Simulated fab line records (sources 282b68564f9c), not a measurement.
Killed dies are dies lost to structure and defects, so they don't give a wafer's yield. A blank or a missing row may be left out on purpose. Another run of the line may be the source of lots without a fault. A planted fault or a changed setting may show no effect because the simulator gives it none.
Which tool was responsible?    flow rit_cmos    at 1 step of a route of 202, 14 lots with 42 wafers sampled

== WHAT EACH GAUGE READ, for each wafer ==
RIT_GATE_OVL_MEAS_17.
lot   measured     on          GATE_OVL (nm)
L132  day 2 17:36  overlay-01  -2.6 -0.6 -1.6
L133  day 2 18:05  overlay-02  -0.9 -1.7 -0.6
L134  day 3 01:52  overlay-02  0.5 1.6 0.1
L135  day 3 05:37  overlay-02  2.5 2.8 3.0
L136  day 3 10:23  overlay-02  -1.0 -1.9 -1.4
L137  day 3 15:54  overlay-02  0.7 1.0 2.3
L139  day 4 05:21  overlay-02  -0.4 1.2 -1.4
L146  day 5 16:47  overlay-02  -3.0 -1.5 -1.0
L147  day 5 17:31  overlay-02  -2.0 -1.3 -0.2
L149  day 6 08:03  overlay-02  -2.6 -1.6 -0.5
L151  day 6 13:22  overlay-01  1.2 0.4 2.1
L152  day 6 20:20  overlay-02  -3.3 -3.0 -2.1
L153  day 7 02:22  overlay-02  -1.1 -1.4 -0.4
L155  day 7 09:43  overlay-01  0.0 0.3 0.8

== WHICH TOOL RAN EACH LOT (tool, then ch and the chambers of the sampled wafers, then the start) ==
Before these readings, the record contains no process step.

== AS READ BY THE TOOLS THEMSELVES (means over the sampled wafers that have a number; for cases with no such wafer, the mark the record gives instead) ==
The record holds no such reading with a usual standard deviation.

== THE ANSWER, worked out from the rows above alone ==
Rule: the usual values come from the lots themselves. Put in order of their means at a reading, lots are off if they are a third of the lots or fewer, leave a main group of 4 or more, and stand apart from it by a gap of 3 or more times the standard deviation of the main group's means; of several such gaps the widest counts. The tables above print the reading to a certain number of digits; a main group whose means all agree to those digits is not used. A lot without any number at a reading at which 4 lots or more have one is off too. Any other lot the step has rows for is counted as sound. After the gauges, taken in route order, come the tools' own readings; for these a lot's mean is taken, as printed above. At the first step where some lot is off, the reading lying furthest off is the one used; lots without a number count as furthest.
None of the lots is off at any reading shown; this tells nothing.

== WHAT THE SIMULATOR HAD INSERTED ==
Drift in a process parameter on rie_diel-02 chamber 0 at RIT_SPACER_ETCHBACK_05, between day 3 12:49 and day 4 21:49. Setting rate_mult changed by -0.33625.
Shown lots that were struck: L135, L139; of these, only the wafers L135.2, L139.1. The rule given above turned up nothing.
